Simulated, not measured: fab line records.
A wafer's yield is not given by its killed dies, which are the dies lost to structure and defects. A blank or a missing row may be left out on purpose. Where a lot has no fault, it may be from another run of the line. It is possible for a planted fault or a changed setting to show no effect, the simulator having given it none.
The tool behind it: which one? :: flow rit_cmos :: 14 lots, 42 wafers sampled, at 1 step of a route of 202

## WHAT THE GAUGES READ, wafer by wafer
No reading from a measuring or inspecting step in the record can be judged against a usual standard deviation.

## WHAT TOOL EACH LOT RAN ON (gives the tool, then ch and the chambers of the sampled wafers, and finally the start)
lot: L195
RIT_M1_EXPOSE_06: iline_stepper-01 ch 0, day 3 12:35

lot: L196
RIT_M1_EXPOSE_06: iline_stepper-01 ch 0, day 3 14:55

lot: L197
RIT_M1_EXPOSE_06: iline_stepper-01 ch 0, day 3 18:36

lot: L200
RIT_M1_EXPOSE_06: iline_stepper-02 ch 0, day 4 07:51

lot: L201
RIT_M1_EXPOSE_06: iline_stepper-02 ch 0, day 4 11:32

lot: L204
RIT_M1_EXPOSE_06: iline_stepper-01 ch 0, day 5 03:44

lot: L206
RIT_M1_EXPOSE_06: iline_stepper-01 ch 0, day 5 14:12

lot: L208
RIT_M1_EXPOSE_06: iline_stepper-01, day 5 23:55

lot: L209
RIT_M1_EXPOSE_06: iline_stepper-02, day 6 03:51

lot: L212
RIT_M1_EXPOSE_06: iline_stepper-01 ch 0, day 7 00:09

lot: L213
RIT_M1_EXPOSE_06: iline_stepper-01 ch 0, day 7 10:20

lot: L214
RIT_M1_EXPOSE_06: iline_stepper-02 ch 0, day 7 12:18

lot: L216
RIT_M1_EXPOSE_06: iline_stepper-02 ch 0, day 7 23:58

lot: L217
RIT_M1_EXPOSE_06: iline_stepper-02 ch 0, day 8 05:14
- RIT_M1_EXPOSE_06: exposes mask M12, target cd 2600 nm.

## WHAT THE TOOLS THEMSELVES READ (means of the sampled wafers that have a number; where no wafer has one, the mark that the record gives instead)
RIT_M1_EXPOSE_06.
lot: L195
tool: iline_stepper-01
exposure_dose_mJ_cm2: 251.81
focus_offset_nm (nm): -0.0

lot: L196
tool: iline_stepper-01
exposure_dose_mJ_cm2: 252.04
focus_offset_nm (nm): 0.8

lot: L197
tool: iline_stepper-01
exposure_dose_mJ_cm2: 251.71
focus_offset_nm (nm): 0.1

lot: L200
tool: iline_stepper-02
exposure_dose_mJ_cm2: 252.26
focus_offset_nm (nm): 0.3

lot: L201
tool: iline_stepper-02
exposure_dose_mJ_cm2: 251.67
focus_offset_nm (nm): 0.4

lot: L204
tool: iline_stepper-01
exposure_dose_mJ_cm2: 252.25
focus_offset_nm (nm): -1.0

lot: L206
tool: iline_stepper-01
exposure_dose_mJ_cm2: 252.26
focus_offset_nm (nm): 0.0

lot: L208
tool: iline_stepper-01
exposure_dose_mJ_cm2: -
focus_offset_nm (nm): -

lot: L209
tool: iline_stepper-02
exposure_dose_mJ_cm2: -
focus_offset_nm (nm): -

lot: L212
tool: iline_stepper-01
exposure_dose_mJ_cm2: 252.17
focus_offset_nm (nm): 0.1

lot: L213
tool: iline_stepper-01
exposure_dose_mJ_cm2: 252.63
focus_offset_nm (nm): -0.2

lot: L214
tool: iline_stepper-02
exposure_dose_mJ_cm2: 252.08
focus_offset_nm (nm): 0.0

lot: L216
tool: iline_stepper-02
exposure_dose_mJ_cm2: 252.13
focus_offset_nm (nm): -0.3

lot: L217
tool: iline_stepper-02
exposure_dose_mJ_cm2: 252.42
focus_offset_nm (nm): -0.3

## THE ANSWER, worked out from the rows above alone
Rule: the usual values come from the lots themselves. The widest of any qualifying gaps counts: lots, ordered by their means at a reading, are off when they make up no more than a third of the lots, leave a main group of 4 or more, and stand apart from it by 3 or more times the standard deviation of that group's means. If all means in a main group match to the digits the tables above print for the reading, that group is not used. Also off: a lot with no number at a reading for which 4 or more lots have one. The other lots that the step has rows for count as sound. The gauges are gone through in route order, then the tools' own readings, and for those a lot's mean is taken as printed above. The first step at which some lot is off is used, and at that step the reading that is off furthest; a lot without a number counts as furthest.
Off, at RIT_M1_EXPOSE_06 on exposure_dose_mJ_cm2: L208, L209. Without a number there: L208, L209. The main group: mean 252.12, standard deviation 0.27.
A tool fits if, at that step or a process step before it, it ran every lot that is off, and no sound lot after the first of them. No candidate that was tried fits.

## WHAT WAS PUT IN BY THE SIMULATOR
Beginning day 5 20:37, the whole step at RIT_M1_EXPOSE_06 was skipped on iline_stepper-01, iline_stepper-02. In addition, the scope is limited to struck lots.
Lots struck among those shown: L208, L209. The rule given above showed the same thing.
